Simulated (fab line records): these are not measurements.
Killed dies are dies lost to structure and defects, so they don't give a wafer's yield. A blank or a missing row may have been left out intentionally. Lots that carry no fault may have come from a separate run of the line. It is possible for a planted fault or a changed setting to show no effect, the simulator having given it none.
A struck lot beside a sound one / flow berkeley cmos170 / 23 steps out of a route of 331
Sound: these wafers, L450.1, L450.2, L450.3. Wafers struck: L458.1, L458.4, L458.5. The cause comes at the end.
For every step that has rows: the tool of each side, followed by ch and its chambers, followed by its first start. Under that, the readings that differ: sound wafers / struck wafers / difference of the means / sigmas: that difference in standard deviations of wafers without a fault.
alike: readings whose means differ by less than 2 such deviations, and words and numbers that are the same on both sides. not compared: withheld readings, readings that some wafer has no value for, bounds like >300 that may hide the same value, and numbers for which the record gives no deviation and whose values overlap.
Wherever a step has rows on one side only, a row that says differs or no value, or a row with sigmas, the two part there. Numbers that have no deviation but don't overlap get no sigmas and don't part them. A reading that every wafer of one side lacks parts them only if that side has two wafers or more.

UCB170_SILICIDE_RTA_04: time 15 s.
  sound on rtp anneal-01 ch 0, day 9 11:41; struck on rtp anneal-02 ch 0, day 10 22:08
reading=anneal temp c max; sound=653.5 654.0 653.3; struck=654.7 656.2 655.2; difference=+1.8; sigmas=+2
reading=lamp power pct (%); sound=11.4 11.4 11.4; struck=9.1 9.1 9.1; difference=-2.3; sigmas=-2
  alike: wafer_temp_C_max
then, 3 steps without rows for these wafers: UCB170_SILICIDE_WET_ETCH_05 (etches Ti in SPM, time 45 s); UCB170_CONTACT_CLEAN_00 (cleans in SPM, time 600 s); UCB170_CONTACT_CVD_01 (deposits PSG from SiH4/O2/PH3, target thk 700 nm, time 2820 s).
UCB170_CONTACT_THK_MEAS_02:
  struck on film metro-02, day 11 00:55; sound on film metro-03, day 9 13:56
  alike: CONTACT_PSG_THK
then, 3 steps without rows for these wafers: UCB170_CONTACT_HMDS_03 (prime time 60 s); UCB170_CONTACT_COAT_04 (resist thk 900 nm); UCB170_CONTACT_SOFTBAKE_05 (time 60 s).
UCB170_CONTACT_STRIP_06: strips in O2.
  sound on plasma asher-04 ch 0,1, day 9 14:26; struck on plasma asher-01 ch 0,1, day 11 01:37
reading=strip time to endpoint s (s); sound=22.03 22.02 21.93; struck=21.82 21.85 21.87; difference=-0.15; sigmas=-2
  alike: drypump motor current A, oes product au
  not compared: rf hours counter h
then, 1 step without rows for these wafers: UCB170_CONTACT_CLEAN_07 (cleans in SPM, time 600 s).
UCB170_CONTACT_RTA_08: time 10 s.
  sound on rtp anneal-02 ch 0, day 9 14:43; struck on rtp anneal-02 ch 0, day 11 01:54
  alike: anneal temp c max, lamp power pct, wafer_temp_C_max
following that, these wafers have no rows for 1 step: UCB170_CONTACT_COAT_09.
UCB170_CONTACT_COAT_10: resist thk 900 nm.
  sound on litho track-04 ch 0, day 9 14:00; struck on litho track-04 ch 0, day 11 02:00
reading=spin speed rpm (rpm); sound=1499.1 1498.3 1498.7; struck=1401.3 1401.2 1402.0; difference=-97.2; sigmas=-99 or more
reading=model.KrF_of_CONTACT_COAT_10.thk nm (nm); sound=901.5 901.2 901.8; struck=930.4 931.6 932.9; difference=+30.1; sigmas=
  alike: dispense pressure kPa
then, 4 steps without rows for these wafers: UCB170_CONTACT_SOFTBAKE_11 (time 60 s); UCB170_CONTACT_EXPOSE_12 (exposes mask CONT, target cd 700 nm); UCB170_CONTACT_PEB_13; UCB170_CONTACT_DEVELOP_14 (develop time 45 s).
UCB170_CONTACT_CD_MEAS_15: the cd target is 700 nm.
  struck on cd sem-02, day 11 03:08; sound on cd sem-01, day 9 15:45
reading=cd nm (nm); sound=700.2 701.6 701.1; struck=697.8 698.2 697.4; difference=-3.2; sigmas=-2
UCB170_CONTACT_OVL_MEAS_16:
  struck on overlay-01, day 11 03:16; sound on overlay-01, day 9 15:52
  alike: CONTACT_OVL
UCB170_CONTACT_ETCH_17: etches BARC in N2/H2.
  sound on rie diel-04 ch 0,2,3, day 9 15:55; struck on rie diel-01 ch 0,1,2, day 11 03:17
  alike: drypump motor current A, h2 flow sccm, oes product au, throttle valve pct
UCB170_CONTACT_ETCH_18: etches PSG in CHF3/CF4/Ar, stops on TiSi2, target depth 840 nm, time 195 s.
  sound on rie diel-04 ch 0,2,3; struck on rie diel-01 ch 0,1,2
reading=model.KrF_of_CONTACT_COAT_10.thk nm (nm); sound=683.9 691 695.8; struck=722.6 730.3 726.3; difference=+36.2; sigmas=
  alike: drypump motor current A, oes product au, throttle valve pct
  not compared: rf hours counter h
UCB170_CONTACT_STRIP_19: strips in O2.
  sound on plasma asher-01 ch 0,1, day 9 16:04; struck on plasma asher-01 ch 0, day 11 03:28
  alike: drypump motor current A, oes product au
  not compared: rf hours counter h
UCB170_M3_PROBE_99:
  the record holds rows for the sound wafers here (prober-01, day 10 11:05) but none for the struck ones

== WHERE THEY PART ==
Earliest at UCB170_SILICIDE_RTA_04; latest, in this record, at UCB170_M3_PROBE_99.

WHY: the cause the simulator had injected
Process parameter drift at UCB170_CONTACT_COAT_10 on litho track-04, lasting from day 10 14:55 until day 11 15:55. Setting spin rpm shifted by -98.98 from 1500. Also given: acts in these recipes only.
